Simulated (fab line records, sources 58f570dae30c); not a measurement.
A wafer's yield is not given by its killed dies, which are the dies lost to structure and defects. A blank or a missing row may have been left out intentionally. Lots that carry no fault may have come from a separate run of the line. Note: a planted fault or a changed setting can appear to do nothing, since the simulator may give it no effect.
Shared-tool check | flow berkeley-cmos170 | Sample size 14 lots and 42 wafers

## WHY IT WAS OPENED
UCB170_ACTIVE_THK_MEAS_06, reading ACTIVE_NITRIDE_THK: flagged on 2 of 14 lots. Wafers without a fault read 218.6 nm, standard deviation 2.
Rule: a lot is flagged when every wafer of it that has a number lies more than 4 standard deviations from that mean, or none has a number. The rest of the lots are taken to be sound.

lot  | measured    | on            | ACTIVE_NITRIDE_THK (nm), wafer by wafer | flag
L152 | day 3 15:14 | film-metro-03 | 221.8 220.7 220.4                       |
L153 | day 4 02:10 | film-metro-02 | 216.6 218.4 217.9                       |
L156 | day 4 21:14 | film-metro-04 | 219.6 219.4 220.7                       |
L157 | day 5 04:16 | film-metro-03 | 219.2 218.5 219.1                       |
L158 | day 5 04:17 | film-metro-04 | 217.5 216.8 219.4                       |
L159 | day 5 04:18 | film-metro-02 | 218.5 218.9 217.8                       |
L160 | day 5 09:12 | film-metro-04 | 216.7 220.1 218.9                       |
L162 | day 6 02:00 | film-metro-02 | 219.1 219.1 218.8                       |
L161 | day 6 02:01 | film-metro-04 | 217.9 217.2 216.8                       |
L164 | day 6 12:41 | film-metro-03 | 219.5 218.9 219.9                       |
L166 | day 6 19:23 | film-metro-04 | 219.2 221.2 220.9                       |
L172 | day 8 06:58 | film-metro-04 | 205.1 207.8 205.8                       | FLAGGED
L173 | day 8 06:58 | film-metro-02 | 210.2 209.5 207.7                       | FLAGGED
L175 | day 8 14:26 | film-metro-04 | 216.6 216.9 216.7                       |
Average over the flagged lots: 207.7 nm; offset from the usual -10.9 nm, equal to -5 standard deviations.

## WHICH TOOL EACH LOT WENT THROUGH
3 process steps preceding the reading are held in the record, out of 331 steps in the route. Each cell gives the tool, then ch followed by the chambers the sampled wafers passed through, then the start.
lot  | flag    | UCB170_ZERO_ETCH_06               | UCB170_PWELL_ETCH_14              | UCB170_ACTIVE_CVD_05
L152 |         | rie-diel-03 ch 1,3, day 1 19:35   | rie-diel-01 ch 1,3, day 2 19:14   | lpcvd-02 ch 0, day 3 13:17
L153 |         | rie-diel-03 ch 1,2, day 2 01:02   | rie-diel-03 ch 1,2,3, day 3 04:19 | lpcvd-02 ch 1, day 4 00:14
L156 |         | rie-diel-01 ch 0,2,3, day 2 14:48 | rie-diel-04 ch 1,2,3, day 3 15:43 | lpcvd-02 ch 1, day 4 19:19
L157 |         | rie-diel-02 ch 2,3, day 2 21:20   | rie-diel-01 ch 1,2,3, day 4 00:44 | lpcvd-02 ch 1, day 5 02:20
L158 |         | rie-diel-02 ch 0,3, day 3 02:25   | rie-diel-03 ch 1,2, day 4 03:23   | lpcvd-02 ch 0, day 5 02:20
L159 |         | rie-diel-01 ch 0,3, day 3 04:05   | rie-diel-04 ch 0,1,3, day 4 03:01 | lpcvd-02 ch 1, day 5 02:20
L160 |         | rie-diel-02 ch 0,3, day 3 09:44   | rie-diel-04 ch 0,2,3, day 4 09:28 | lpcvd-01 ch 0, day 5 07:17
L162 |         | rie-diel-02 ch 0,3, day 3 19:50   | rie-diel-04 ch 0,1, day 5 03:42   | lpcvd-02 ch 1, day 6 00:05
L161 |         | rie-diel-01 ch 0,2,3, day 3 15:19 | rie-diel-04 ch 1,2, day 5 02:58   | lpcvd-02 ch 0, day 6 00:05
L164 |         | rie-diel-02 ch 0,3, day 4 07:13   | rie-diel-03 ch 1,3, day 5 10:31   | lpcvd-01 ch 1, day 6 10:46
L166 |         | rie-diel-03 ch 0,2,3, day 4 17:47 | rie-diel-03 ch 0,2, day 5 22:22   | lpcvd-02 ch 0, day 6 17:27
L172 | FLAGGED | rie-diel-01 ch 0,1,2, day 5 21:46 | rie-diel-01 ch 0,1,3, day 7 03:48 | lpcvd-02 ch 0, day 8 05:03
L173 | FLAGGED | rie-diel-03 ch 0,1, day 6 02:47   | rie-diel-04 ch 2,3, day 7 06:01   | lpcvd-02 ch 1, day 8 05:03
L175 |         | rie-diel-02 ch 1,2,3, day 6 13:05 | rie-diel-01 ch 0,3, day 7 14:26   | lpcvd-01 ch 1, day 8 12:32
These steps, and what they do:
- UCB170_ZERO_ETCH_06: etches SiO2 in CHF3/CF4/Ar, time 12 s.
- UCB170_PWELL_ETCH_14: etches Si3N4 in CH3F/Ar/O2, stops on SiO2, target depth 242 nm, time 151 s.
- UCB170_ACTIVE_CVD_05: deposits Si3N4 from SiH2Cl2/NH3, target thk 220 nm, time 3300 s.
- UCB170_ACTIVE_THK_MEAS_06

## FLAGGED OVER TOTAL, TOOL BY TOOL (the gauges that took the reading come last)
step                      | tool          | lots run | flagged | share of the flagged lots | sound lots run after its first flagged lot
UCB170_ZERO_ETCH_06       | rie-diel-01   | 4        | 1       | some                      | 0
UCB170_ZERO_ETCH_06       | rie-diel-02   | 6        | 0       | none                      | -
UCB170_ZERO_ETCH_06       | rie-diel-03   | 4        | 1       | some                      | 0
UCB170_PWELL_ETCH_14      | rie-diel-01   | 4        | 1       | some                      | 1 (L175)
UCB170_PWELL_ETCH_14      | rie-diel-03   | 4        | 0       | none                      | -
UCB170_PWELL_ETCH_14      | rie-diel-04   | 6        | 1       | some                      | 0
UCB170_ACTIVE_CVD_05      | lpcvd-01      | 3        | 0       | none                      | -
UCB170_ACTIVE_CVD_05      | lpcvd-02      | 11       | 2       | all                       | 0
UCB170_ACTIVE_THK_MEAS_06 | film-metro-02 | 4        | 1       | some                      | 0
UCB170_ACTIVE_THK_MEAS_06 | film-metro-03 | 3        | 0       | none                      | -
UCB170_ACTIVE_THK_MEAS_06 | film-metro-04 | 7        | 1       | some                      | 1 (L175)

## WHAT THE TABLE PERMITS
Rows of the table that ran each flagged lot: 1, that is lpcvd-02 at UCB170_ACTIVE_CVD_05.
- lpcvd-02 at UCB170_ACTIVE_CVD_05: 2 of its 11 lots flagged. A fault beginning between L166 (day 6 17:27), its last sound lot, and L172 (day 8 05:03), its first flagged one, fits the data.
Just one tool remains: lpcvd-02 at UCB170_ACTIVE_CVD_05.

## WHAT THE SIMULATOR HAD INSERTED
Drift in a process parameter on lpcvd-02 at UCB170_ACTIVE_CVD_05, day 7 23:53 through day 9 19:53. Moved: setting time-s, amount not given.
Struck lots among those shown: L172, L173. The same result came from the rule above.
